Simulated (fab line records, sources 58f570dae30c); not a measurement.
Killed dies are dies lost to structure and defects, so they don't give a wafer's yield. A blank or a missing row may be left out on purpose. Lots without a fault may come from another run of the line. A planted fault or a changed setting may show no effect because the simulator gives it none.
Which tool did it? | flow berkeley_cmos170 | 7 lots, 21 wafers sampled, at 2 steps of a route of 331

WHAT THE GAUGES READ, wafer by wafer
UCB170_PWELL_THK_MEAS_03.
lot  | measured    | on            | PWELL_OXIDE_THK (nm)
L890 | day 2 13:35 | film_metro-03 | 26.6 26.3 26.6
L892 | day 3 08:22 | film_metro-03 | 26.5 26.7 27.0
L894 | day 3 16:51 | film_metro-03 | 26.1 25.7 25.7
L898 | day 4 15:05 | film_metro-01 | 27.3 27.1 27.1
L901 | day 5 06:26 | film_metro-01 | 26.8 27.1 27.1
L907 | day 6 12:46 | film_metro-04 | 26.4 26.3 26.6
L911 | day 7 04:35 | film_metro-03 | 26.5 27.0 26.9

WHICH TOOL RAN EACH LOT (tool, then ch and the chambers of the sampled wafers, then the start)
lot  | UCB170_ZERO_STRIP_07
L890 | plasma_asher-03 ch 0,1, day 1 20:02
L892 | plasma_asher-04 ch 0,1, day 2 08:35
L894 | plasma_asher-04 ch 0,1, day 2 18:17
L898 | plasma_asher-03 ch 0,1, day 3 16:03
L901 | plasma_asher-02 ch 0,1, day 4 09:18
L907 | plasma_asher-03 ch 0,1, day 5 12:53
L911 | plasma_asher-04 ch 0,1, day 6 10:07
- UCB170_ZERO_STRIP_07: strips in O2.

THE ANSWER, worked out from the rows above alone
Rule: what is usual is taken from the lots themselves. Put in order of their means at a reading, lots are off if they are a third of the lots or fewer, leave a main group of 4 or more, and stand apart from it by a gap of 3 or more times the standard deviation of the main group's means; of several such gaps the widest counts. A main group whose means are all the same, to the digits that the tables above print for the reading, isn't used. A lot without any number at a reading at which 4 lots or more have one is off too. The other lots that the step has rows for count as sound.
No lot is off at any reading shown: from this, nothing can be told.

WHAT THE SIMULATOR HAD PUT IN
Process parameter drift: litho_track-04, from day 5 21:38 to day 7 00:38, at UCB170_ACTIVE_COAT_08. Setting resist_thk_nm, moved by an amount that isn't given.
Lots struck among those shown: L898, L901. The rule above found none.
